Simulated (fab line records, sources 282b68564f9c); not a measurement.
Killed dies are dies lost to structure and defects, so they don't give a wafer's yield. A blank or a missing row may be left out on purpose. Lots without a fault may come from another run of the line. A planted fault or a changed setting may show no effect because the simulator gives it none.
A struck lot beside a sound one | flow rit_cmos | 20 steps out of a route of 202
Sound: wafers L953.2, L953.4, L953.5. Struck: wafers L963.3, L963.4, L963.5. The cause comes at the end.
At each step with rows: each side's tool, then ch and its chambers, then its first start. Under that, the readings that differ: sound wafers | struck wafers | difference of the means | sigmas: that difference in standard deviations of wafers without a fault.
alike: readings whose means differ by less than 2 such deviations, and words and numbers that are the same on both sides. not compared: withheld readings, readings that some wafer has no value for, bounds like >300 that may hide the same value, and numbers for which the record gives no deviation and whose values overlap.
The two part at a step that has a row with sigmas, a row that says differs or no value, or rows on one side only. Numbers that don't overlap but have no deviation are shown without sigmas and don't part them. A reading that every wafer of one side lacks parts them only if that side has two wafers or more.

first, 6 steps without rows for these wafers: RIT_NRETRO_HMDS_00 (prime time 60 s); RIT_NRETRO_COAT_01 (resist thk 1300 nm); RIT_NRETRO_SOFTBAKE_02 (time 60 s); RIT_NRETRO_EXPOSE_03 (exposes mask M4, target cd 43900 nm); RIT_NRETRO_PEB_04; RIT_NRETRO_DEVELOP_05 (develop time 68 s).
RIT_NRETRO_OVL_MEAS_06:
  sound on overlay-02, day 4 11:31; struck on overlay-01, day 6 12:10
  alike: NRETRO_OVL
then, 2 steps without rows for these wafers: RIT_NRETRO_HARDBAKE_07 (time 120 s); RIT_NRETRO_IMPLANT_08.
RIT_NRETRO_STRIP_09: strips in O2, time 180 s.
  sound on plasma_asher-03 ch 0,1, day 4 12:17; struck on plasma_asher-04 ch 0,1, day 6 12:39
  alike: drypump_motor_current_A
  not compared: rf_hours_counter_h
RIT_NRETRO_TW_MEAS_10:
  sound on film_metro-03, day 4 12:28; struck on film_metro-02, day 6 12:47
  alike: NRETRO_TW
then, 1 step without rows for these wafers: RIT_PRETRO_HMDS_00 (prime time 60 s).
RIT_PRETRO_COAT_01: resist thk 1300 nm.
  sound on litho_track-03 ch 0, day 4 12:41; struck on litho_track-03, day 6 13:02
  no value came back on the struck wafers for chill_plate_temp_C (C), dispense_pressure_kPa (kPa), resist_line_temp_C (C), spin_speed_rpm (rpm); on the sound wafers chill_plate_temp_C (C) reads 22.99 22.81 22.87
then, 4 steps without rows for these wafers: RIT_PRETRO_SOFTBAKE_02 (time 60 s); RIT_PRETRO_EXPOSE_03 (exposes mask M5, target cd 43700 nm); RIT_PRETRO_PEB_04; RIT_PRETRO_DEVELOP_05 (develop time 68 s).
RIT_PRETRO_OVL_MEAS_06:
  sound on overlay-01, day 4 13:31; struck on overlay-01, day 6 13:43
  reading         | sound          | struck | difference                    | sigmas
  PRETRO_OVL (nm) | -1.2 -1.1 -0.4 | - - -  | no value on the struck wafers |
then, 1 step without rows for these wafers: RIT_PRETRO_HARDBAKE_07 (time 120 s).
RIT_M1_PROBE_99:
  sound on prober-01, day 5 19:17; struck on prober-02, day 7 20:55
  reading             | sound | struck      | difference | sigmas
  killed_at_contacts  | 0 0 0 | 1 1 0       | +1         | +2
  killed_at_front_end | 4 8 7 | 263 263 264 | +257       | +83
  killed_dies         | 4 8 7 | 264 264 264 | +258       | +81
  killed_on_rim       | 1 2 2 | 70 70 70    | +68        | +49
  alike: killed_open, killed_short

WHERE THEY PART
First at RIT_PRETRO_COAT_01; last, within this record, at RIT_M1_PROBE_99.

WHY: what the simulator had put in
Skipped step whole: litho_track-03, from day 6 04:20 on, at RIT_PRETRO_COAT_01. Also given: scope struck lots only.
